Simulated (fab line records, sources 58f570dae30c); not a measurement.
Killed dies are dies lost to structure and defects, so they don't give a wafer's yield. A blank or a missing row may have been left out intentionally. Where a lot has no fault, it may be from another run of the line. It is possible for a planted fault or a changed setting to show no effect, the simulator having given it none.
A lot that was struck, set against a sound lot :: flow berkeley cmos170 :: 32 out of 331 route steps
Sound: wafers L475.1, L475.2, L475.4. Wafers L482.1, L482.3, L482.6 were the ones struck. At the end, the cause is stated.
At each step with rows: each side's tool, then ch and its chambers, then its first start. Under that, the readings that differ: sound wafers :: struck wafers :: difference of the means :: sigmas: that difference in standard deviations of wafers without a fault.
alike: readings whose means differ by less than 2 such deviations, and words and numbers that are the same on both sides. not compared: withheld readings, readings that some wafer has no value for, bounds like >300 that may hide the same value, and numbers for which the record gives no deviation and whose values overlap.
A row with sigmas, a row that says differs or no value, or rows on one side alone: a step with any of these is where the two part. When numbers do not overlap yet have no deviation, they are printed without sigmas and do not part them. Lack of a reading on every wafer of one side parts them only where that side has two or more wafers.

first, 6 steps without rows for these wafers: UCB170_V2_HMDS_06 (prime time 60 s); UCB170_V2_COAT_07 (resist thk 900 nm); UCB170_V2_SOFTBAKE_08 (time 60 s); UCB170_V2_EXPOSE_09 (exposes mask VIA2, target cd 700 nm); UCB170_V2_PEB_10; UCB170_V2_DEVELOP_11 (develop time 45 s).
UCB170_V2_CD_MEAS_12: the cd target is 700 nm.
  struck on cd sem-02, day 9 11:51; sound on cd sem-02, day 7 16:43
reading: cd nm (nm)
sound: 698.1 697.6 697.5
struck: 701.4 701.7 700.9
difference: +3.6
sigmas: +3
UCB170_V2_OVL_MEAS_13:
  struck on overlay-01, day 9 11:58; sound on overlay-01, day 7 16:50
  alike: V2_OVL
UCB170_V2_ETCH_14: etches SiO2 in CHF3/CF4/Ar, stops on Al, target depth 1250 nm, time 291 s.
  sound on rie diel-01 ch 1,2,3, day 7 16:52; struck on rie diel-02 ch 0,1, day 9 12:01
  alike: drypump motor current A, oes product au, throttle valve pct
  not compared: rf hours counter h
UCB170_V2_STRIP_15: strips in O2.
  sound on plasma asher-03 ch 0,1, day 7 17:02; struck on plasma asher-01 ch 0, day 9 12:11
  alike: drypump motor current A, oes product au, strip time to endpoint s
  not compared: rf hours counter h
UCB170_V2_CD_MEAS_90: the cd target is 700 nm.
  struck on cd sem-02, day 9 12:17; sound on cd sem-01, day 7 17:08
reading: cd nm (nm)
sound: 699.5 696.8 697.1
struck: 701.8 701.1 701.4
difference: +3.6
sigmas: +2
then, 1 step without rows for these wafers: UCB170_M3_PRE_CLEAN_00 (preclean etch time 60 s).
UCB170_M3_SPUTTER_01: material Al, target thk 900 nm, time 120 s.
  struck on pvd sputter-03, day 9 12:43; sound on pvd sputter-03, day 7 17:20
  alike: throttle valve pct
UCB170_M3_RS_MEAS_02: a four-point-probe measurement.
  struck on film metro-04, day 9 12:49; sound on film metro-02, day 7 17:28
reading: M3_AL_RS (ohm/sq)
sound: 0.0324 0.0324 0.0321
struck: 0.0162 0.0159 0.0160
difference: -0.0163
sigmas: -52
UCB170_M3_THK_MEAS_03: measures by xrf.
  struck on film metro-04, day 9 12:56; sound on film metro-02, day 7 17:35
reading: M3_AL_THK (nm)
sound: 894 896 900
struck: 1795 1831 1821
difference: +919
sigmas: +99
then, 3 steps without rows for these wafers: UCB170_M3_HMDS_04 (prime time 60 s); UCB170_M3_COAT_05 (resist thk 900 nm); UCB170_M3_SOFTBAKE_06 (time 60 s).
UCB170_M3_STRIP_07: strips in O2.
  sound on plasma asher-02 ch 0,1, day 7 18:08; struck on plasma asher-03 ch 0,1, day 9 13:29
  alike: drypump motor current A, oes product au, strip time to endpoint s
  not compared: rf hours counter h
then, 7 steps without rows for these wafers: UCB170_M3_STRIP_08 (strips KrF in DMSO, time 600 s); UCB170_M3_COAT_09; UCB170_M3_COAT_10 (resist thk 900 nm); UCB170_M3_SOFTBAKE_11 (time 60 s); UCB170_M3_EXPOSE_12 (exposes mask METAL3, target cd 700 nm); UCB170_M3_PEB_13; UCB170_M3_DEVELOP_14 (develop time 45 s).
UCB170_M3_CD_MEAS_15: the cd target is 700 nm.
  struck on cd sem-02, day 9 15:44; sound on cd sem-02, day 7 19:25
  alike: cd nm
UCB170_M3_OVL_MEAS_16:
  struck on overlay-02, day 9 15:52; sound on overlay-01, day 7 19:32
  alike: M3_OVL
UCB170_M3_ETCH_17: etches BARC in N2/H2.
  sound on rie diel-04 ch 1,2,3, day 7 19:34; struck on rie diel-01 ch 0,3, day 9 15:53
  alike: drypump motor current A, oes product au, throttle valve pct
UCB170_M3_METAL_ETCH_18: etches Al in Cl2/BCl3, stops on SiO2, target depth 1170 nm, time 195 s.
  sound on rie metal-04 ch 0,1, day 7 19:37; struck on rie metal-04 ch 0, day 9 15:56
reading: oes product au (a.u.)
sound: 0.832 0.857 0.851
struck: 1.012 1.006 1.012
difference: +0.163
sigmas: +15

reading: model.etch.depth nm (nm)
sound: 892.4 894.2 901.4
struck: 1237 1220 1232
difference: +334
sigmas: 

reading: model.M3.feature depth nm (nm)
sound: 951.7 950.5 958.3
struck: 1237 1220 1232
difference: +276
sigmas: 
  alike: drypump motor current A, throttle valve pct
  not compared: rf hours counter h
UCB170_M3_STRIP_19: strips in O2.
  sound on plasma asher-02 ch 0,1, day 7 19:47; struck on plasma asher-01 ch 0,1, day 9 16:07
  alike: drypump motor current A, oes product au
  not compared: rf hours counter h
UCB170_M3_PROBE_99:
  struck on prober-01, day 9 16:28; sound on prober-02, day 7 20:08
reading: model.etest.antenna m2.over limit
sound: 0 0 0
struck: 1 1 1
difference: +1
sigmas: 

reading: model.etest.antenna m3.short
sound: 0 0 0
struck: 1 1 1
difference: +1
sigmas: 

reading: model.etest.antenna m2.short
sound: 0 0 0
struck: 1 1 1
difference: +1
sigmas: 

reading: model.etest.antenna m3.over limit
sound: 0 0 0
struck: 1 1 1
difference: +1
sigmas: 

== WHERE THEY PART ==
Last at UCB170_M3_METAL_ETCH_18 as far as this record goes, first at UCB170_V2_CD_MEAS_12. Later steps at which nothing parts them and some readings are alike: UCB170_M3_STRIP_19.

WHY: what had been put in by the simulator
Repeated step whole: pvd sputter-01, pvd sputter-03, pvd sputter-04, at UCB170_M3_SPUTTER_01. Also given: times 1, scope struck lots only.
